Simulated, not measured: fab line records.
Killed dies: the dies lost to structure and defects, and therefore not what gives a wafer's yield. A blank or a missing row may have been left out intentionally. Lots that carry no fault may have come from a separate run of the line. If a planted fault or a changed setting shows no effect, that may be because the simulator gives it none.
What tool caused it? / flow berkeley_cmos170 / 14 lots with 42 wafers sampled at 5 steps, on a route of 331 steps

WHAT EACH GAUGE READ, for each wafer
UCB170_ACTIVE_THK_MEAS_06.
lot=L104; measured=day 4 14:11; on=film_metro-02; ACTIVE_NITRIDE_THK (nm)=222.7 222.5 223.4
lot=L103; measured=day 4 14:11; on=film_metro-01; ACTIVE_NITRIDE_THK (nm)=224.7 223.7 223.5
lot=L105; measured=day 4 21:51; on=film_metro-02; ACTIVE_NITRIDE_THK (nm)=221.5 223.3 222.4
lot=L107; measured=day 4 21:50; on=film_metro-04; ACTIVE_NITRIDE_THK (nm)=221.5 220.1 219.5
lot=L109; measured=day 5 15:55; on=film_metro-02; ACTIVE_NITRIDE_THK (nm)=222.6 220.2 221.8
lot=L111; measured=day 6 02:07; on=film_metro-02; ACTIVE_NITRIDE_THK (nm)=220.8 219.4 220.6
lot=L113; measured=day 6 14:32; on=film_metro-01; ACTIVE_NITRIDE_THK (nm)=273.9 273.6 273.7
lot=L114; measured=day 6 14:32; on=film_metro-04; ACTIVE_NITRIDE_THK (nm)=275.4 275.6 275.1
lot=L119; measured=day 7 13:32; on=film_metro-02; ACTIVE_NITRIDE_THK (nm)=216.7 221.7 218.7
lot=L120; measured=day 7 13:34; on=film_metro-04; ACTIVE_NITRIDE_THK (nm)=218.5 220.7 220.3
lot=L122; measured=day 8 09:17; on=film_metro-02; ACTIVE_NITRIDE_THK (nm)=215.8 216.3 214.9
lot=L123; measured=day 8 09:17; on=film_metro-01; ACTIVE_NITRIDE_THK (nm)=221.2 217.8 217.4
lot=L124; measured=day 8 14:37; on=film_metro-02; ACTIVE_NITRIDE_THK (nm)=216.6 215.8 218.1
lot=L125; measured=day 8 14:37; on=film_metro-01; ACTIVE_NITRIDE_THK (nm)=216.6 217.4 217.5

UCB170_ACTIVE_OVL_MEAS_14.
lot=L104; measured=day 4 15:27; on=overlay-02; ACTIVE_OVL (nm)=-4 -5 -3
lot=L103; measured=day 4 15:35; on=overlay-01; ACTIVE_OVL (nm)=6 3 5
lot=L105; measured=day 4 23:01; on=overlay-02; ACTIVE_OVL (nm)=2 0 2
lot=L107; measured=day 4 23:20; on=overlay-02; ACTIVE_OVL (nm)=9 0 7
lot=L109; measured=day 5 17:17; on=overlay-01; ACTIVE_OVL (nm)=-1 -1 -6
lot=L111; measured=day 6 03:32; on=overlay-01; ACTIVE_OVL (nm)=0 4 4
lot=L113; measured=day 6 15:48; on=overlay-01; ACTIVE_OVL (nm)=4 0 7
lot=L114; measured=day 6 15:33; on=overlay-02; ACTIVE_OVL (nm)=0 5 -1
lot=L119; measured=day 7 15:58; on=overlay-01; ACTIVE_OVL (nm)=-4 9 -4
lot=L120; measured=day 7 15:31; on=overlay-02; ACTIVE_OVL (nm)=1 6 9
lot=L122; measured=day 8 10:17; on=overlay-02; ACTIVE_OVL (nm)=3 12 8
lot=L123; measured=day 8 10:34; on=overlay-01; ACTIVE_OVL (nm)=8 3 7
lot=L124; measured=day 8 16:22; on=overlay-02; ACTIVE_OVL (nm)=-9 -1 1
lot=L125; measured=day 8 16:06; on=overlay-01; ACTIVE_OVL (nm)=-3 -4 4

TOOL THAT RAN EACH LOT (tool first, then ch and the chambers of the sampled wafers, then the start)
lot=L104; UCB170_ZERO_ETCH_06=rie_diel-03 ch 0,2,3, day 1 23:54; UCB170_PWELL_ETCH_14=rie_diel-01 ch 0,1, day 3 09:44; UCB170_ACTIVE_CVD_05=lpcvd-01 ch 1, day 4 12:16
lot=L103; UCB170_ZERO_ETCH_06=rie_diel-04 ch 2,3, day 2 00:08; UCB170_PWELL_ETCH_14=rie_diel-03 ch 0,2,3, day 3 09:28; UCB170_ACTIVE_CVD_05=lpcvd-01 ch 0, day 4 12:16
lot=L105; UCB170_ZERO_ETCH_06=rie_diel-02 ch 1,2, day 2 07:18; UCB170_PWELL_ETCH_14=rie_diel-03 ch 1,2,3, day 3 13:01; UCB170_ACTIVE_CVD_05=lpcvd-02 ch 1, day 4 19:55
lot=L107; UCB170_ZERO_ETCH_06=rie_diel-03 ch 0,1,3, day 2 15:24; UCB170_PWELL_ETCH_14=rie_diel-03 ch 0,1,2, day 3 19:50; UCB170_ACTIVE_CVD_05=lpcvd-02 ch 0, day 4 19:55
lot=L109; UCB170_ZERO_ETCH_06=rie_diel-03 ch 0,1,3, day 3 04:08; UCB170_PWELL_ETCH_14=rie_diel-04 ch 2,3, day 4 14:03; UCB170_ACTIVE_CVD_05=lpcvd-01 ch 0, day 5 13:58
lot=L111; UCB170_ZERO_ETCH_06=rie_diel-04 ch 0,3, day 3 13:04; UCB170_PWELL_ETCH_14=rie_diel-04 ch 0,2,3, day 4 21:37; UCB170_ACTIVE_CVD_05=lpcvd-02 ch 1, day 6 00:11
lot=L113; UCB170_ZERO_ETCH_06=rie_diel-02 ch 0,1,2, day 4 01:31; UCB170_PWELL_ETCH_14=rie_diel-03 ch 0,3, day 5 10:09; UCB170_ACTIVE_CVD_05=lpcvd-01 ch 1, day 6 12:37
lot=L114; UCB170_ZERO_ETCH_06=rie_diel-04 ch 0,2, day 4 03:23; UCB170_PWELL_ETCH_14=rie_diel-04 ch 2,3, day 5 10:07; UCB170_ACTIVE_CVD_05=lpcvd-01 ch 1, day 6 12:37
lot=L119; UCB170_ZERO_ETCH_06=rie_diel-03 ch 0,1,3, day 5 02:16; UCB170_PWELL_ETCH_14=rie_diel-03 ch 1,3, day 6 09:44; UCB170_ACTIVE_CVD_05=lpcvd-02 ch 0, day 7 11:37
lot=L120; UCB170_ZERO_ETCH_06=rie_diel-03 ch 0,2, day 5 08:22; UCB170_PWELL_ETCH_14=rie_diel-01 ch 0,2,3, day 6 09:44; UCB170_ACTIVE_CVD_05=lpcvd-02 ch 0, day 7 11:37
lot=L122; UCB170_ZERO_ETCH_06=rie_diel-03 ch 0,2,3, day 5 18:28; UCB170_PWELL_ETCH_14=rie_diel-01 ch 1,2, day 7 08:25; UCB170_ACTIVE_CVD_05=lpcvd-02 ch 0, day 8 07:20
lot=L123; UCB170_ZERO_ETCH_06=rie_diel-02 ch 0,2,3, day 5 22:30; UCB170_PWELL_ETCH_14=rie_diel-03 ch 0,1,3, day 7 08:44; UCB170_ACTIVE_CVD_05=lpcvd-02 ch 0, day 8 07:20
lot=L124; UCB170_ZERO_ETCH_06=rie_diel-03 ch 1,3, day 6 06:40; UCB170_PWELL_ETCH_14=rie_diel-03 ch 0,1,3, day 7 10:04; UCB170_ACTIVE_CVD_05=lpcvd-02 ch 1, day 8 12:41
lot=L125; UCB170_ZERO_ETCH_06=rie_diel-02 ch 0,1,3, day 6 07:52; UCB170_PWELL_ETCH_14=rie_diel-01 ch 1,2, day 7 09:49; UCB170_ACTIVE_CVD_05=lpcvd-02 ch 0, day 8 12:41
- UCB170_ZERO_ETCH_06: etches SiO2 in CHF3/CF4/Ar, time 12 s.
- UCB170_PWELL_ETCH_14: etches Si3N4 in CH3F/Ar/O2, stops on SiO2, target depth 242 nm, time 151 s.
- UCB170_ACTIVE_CVD_05: deposits Si3N4 from SiH2Cl2/NH3, target thk 220 nm, time 3300 s.

AS READ BY THE TOOLS THEMSELVES (means over the sampled wafers that have a number; for cases with no such wafer, the mark the record gives instead)
UCB170_ZERO_ETCH_06.
lot=L104; tool=rie_diel-03; drypump_motor_current_A (A)=5.9; oes_product_au (a.u.)=0.626; throttle_valve_pct (%)=9.02
lot=L103; tool=rie_diel-04; drypump_motor_current_A (A)=5.9; oes_product_au (a.u.)=0.625; throttle_valve_pct (%)=9.16
lot=L105; tool=rie_diel-02; drypump_motor_current_A (A)=5.8; oes_product_au (a.u.)=0.615; throttle_valve_pct (%)=9.31
lot=L107; tool=rie_diel-03; drypump_motor_current_A (A)=6.0; oes_product_au (a.u.)=0.618; throttle_valve_pct (%)=9.04
lot=L109; tool=rie_diel-03; drypump_motor_current_A (A)=6.0; oes_product_au (a.u.)=0.621; throttle_valve_pct (%)=9.03
lot=L111; tool=rie_diel-04; drypump_motor_current_A (A)=5.6; oes_product_au (a.u.)=0.615; throttle_valve_pct (%)=9.34
lot=L113; tool=rie_diel-02; drypump_motor_current_A (A)=5.6; oes_product_au (a.u.)=0.618; throttle_valve_pct (%)=9.30
lot=L114; tool=rie_diel-04; drypump_motor_current_A (A)=5.5; oes_product_au (a.u.)=0.626; throttle_valve_pct (%)=9.19
lot=L119; tool=rie_diel-03; drypump_motor_current_A (A)=6.0; oes_product_au (a.u.)=0.619; throttle_valve_pct (%)=9.02
lot=L120; tool=rie_diel-03; drypump_motor_current_A (A)=6.3; oes_product_au (a.u.)=0.628; throttle_valve_pct (%)=9.04
lot=L122; tool=rie_diel-03; drypump_motor_current_A (A)=6.0; oes_product_au (a.u.)=0.626; throttle_valve_pct (%)=9.03
lot=L123; tool=rie_diel-02; drypump_motor_current_A (A)=5.5; oes_product_au (a.u.)=0.614; throttle_valve_pct (%)=9.25
lot=L124; tool=rie_diel-03; drypump_motor_current_A (A)=5.7; oes_product_au (a.u.)=0.617; throttle_valve_pct (%)=9.01
lot=L125; tool=rie_diel-02; drypump_motor_current_A (A)=5.4; oes_product_au (a.u.)=0.615; throttle_valve_pct (%)=9.32

UCB170_PWELL_ETCH_14.
lot=L104; tool=rie_diel-01; drypump_motor_current_A (A)=5.8; oes_product_au (a.u.)=0.956; throttle_valve_pct (%)=8.00
lot=L103; tool=rie_diel-03; drypump_motor_current_A (A)=5.9; oes_product_au (a.u.)=0.953; throttle_valve_pct (%)=7.86
lot=L105; tool=rie_diel-03; drypump_motor_current_A (A)=5.6; oes_product_au (a.u.)=0.957; throttle_valve_pct (%)=7.90
lot=L107; tool=rie_diel-03; drypump_motor_current_A (A)=5.9; oes_product_au (a.u.)=0.972; throttle_valve_pct (%)=7.91
lot=L109; tool=rie_diel-04; drypump_motor_current_A (A)=5.7; oes_product_au (a.u.)=0.955; throttle_valve_pct (%)=7.96
lot=L111; tool=rie_diel-04; drypump_motor_current_A (A)=5.6; oes_product_au (a.u.)=0.949; throttle_valve_pct (%)=8.06
lot=L113; tool=rie_diel-03; drypump_motor_current_A (A)=6.1; oes_product_au (a.u.)=0.951; throttle_valve_pct (%)=7.81
lot=L114; tool=rie_diel-04; drypump_motor_current_A (A)=5.7; oes_product_au (a.u.)=0.966; throttle_valve_pct (%)=7.97
lot=L119; tool=rie_diel-03; drypump_motor_current_A (A)=5.7; oes_product_au (a.u.)=0.946; throttle_valve_pct (%)=7.89
lot=L120; tool=rie_diel-01; drypump_motor_current_A (A)=5.5; oes_product_au (a.u.)=0.946; throttle_valve_pct (%)=7.96
lot=L122; tool=rie_diel-01; drypump_motor_current_A (A)=5.4; oes_product_au (a.u.)=0.937; throttle_valve_pct (%)=8.02
lot=L123; tool=rie_diel-03; drypump_motor_current_A (A)=6.0; oes_product_au (a.u.)=0.953; throttle_valve_pct (%)=7.86
lot=L124; tool=rie_diel-03; drypump_motor_current_A (A)=6.0; oes_product_au (a.u.)=0.951; throttle_valve_pct (%)=7.87
lot=L125; tool=rie_diel-01; drypump_motor_current_A (A)=5.4; oes_product_au (a.u.)=0.951; throttle_valve_pct (%)=8.01

UCB170_ACTIVE_CVD_05.
lot=L104; tool=lpcvd-01; nh3_flow_sccm (sccm)=74.80
lot=L103; tool=lpcvd-01; nh3_flow_sccm (sccm)=75.14
lot=L105; tool=lpcvd-02; nh3_flow_sccm (sccm)=74.96
lot=L107; tool=lpcvd-02; nh3_flow_sccm (sccm)=74.61
lot=L109; tool=lpcvd-01; nh3_flow_sccm (sccm)=74.82
lot=L111; tool=lpcvd-02; nh3_flow_sccm (sccm)=74.85
lot=L113; tool=lpcvd-01; nh3_flow_sccm (sccm)=75.16
lot=L114; tool=lpcvd-01; nh3_flow_sccm (sccm)=74.75
lot=L119; tool=lpcvd-02; nh3_flow_sccm (sccm)=74.98
lot=L120; tool=lpcvd-02; nh3_flow_sccm (sccm)=75.04
lot=L122; tool=lpcvd-02; nh3_flow_sccm (sccm)=75.01
lot=L123; tool=lpcvd-02; nh3_flow_sccm (sccm)=74.71
lot=L124; tool=lpcvd-02; nh3_flow_sccm (sccm)=75.29
lot=L125; tool=lpcvd-02; nh3_flow_sccm (sccm)=74.92

THE ANSWER, worked out from the rows above alone
Rule: the usual values come from the lots themselves. The widest of any qualifying gaps counts: lots, ordered by their means at a reading, are off when they make up no more than a third of the lots, leave a main group of 4 or more, and stand apart from it by 3 or more times the standard deviation of that group's means. Not used: any main group whose means are identical at the precision the tables above print for the reading. A lot without any number at a reading at which 4 lots or more have one is off too. Where the step has rows for the other lots, those lots are counted as sound. The gauges are gone through in route order, then the tools' own readings, and for those a lot's mean is taken as printed above. At the first step where some lot is off, the reading lying furthest off is the one used; lots without a number count as furthest.
Off: L113, L114, seen at UCB170_ACTIVE_THK_MEAS_06 (ACTIVE_NITRIDE_THK). Main group: mean 219.9 nm, sd 2.4.
If a tool, at a process step before that reading, ran all the lots that are off and no sound lot after the first of them, it fits. Gauges at UCB170_ACTIVE_THK_MEAS_06: tried the same way as those tools. One fits: lpcvd-01 at UCB170_ACTIVE_CVD_05. A fault onset in the window from L109 (day 5 13:58, its last sound lot) to L113 (day 6 12:37, its first lot off) fits.

WHAT WAS PUT IN BY THE SIMULATOR
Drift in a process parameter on lpcvd-01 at UCB170_ACTIVE_CVD_05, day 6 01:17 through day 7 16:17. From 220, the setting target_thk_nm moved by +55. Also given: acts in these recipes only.
Struck lots among those shown: L114, L113. This agrees with what the rule above found.
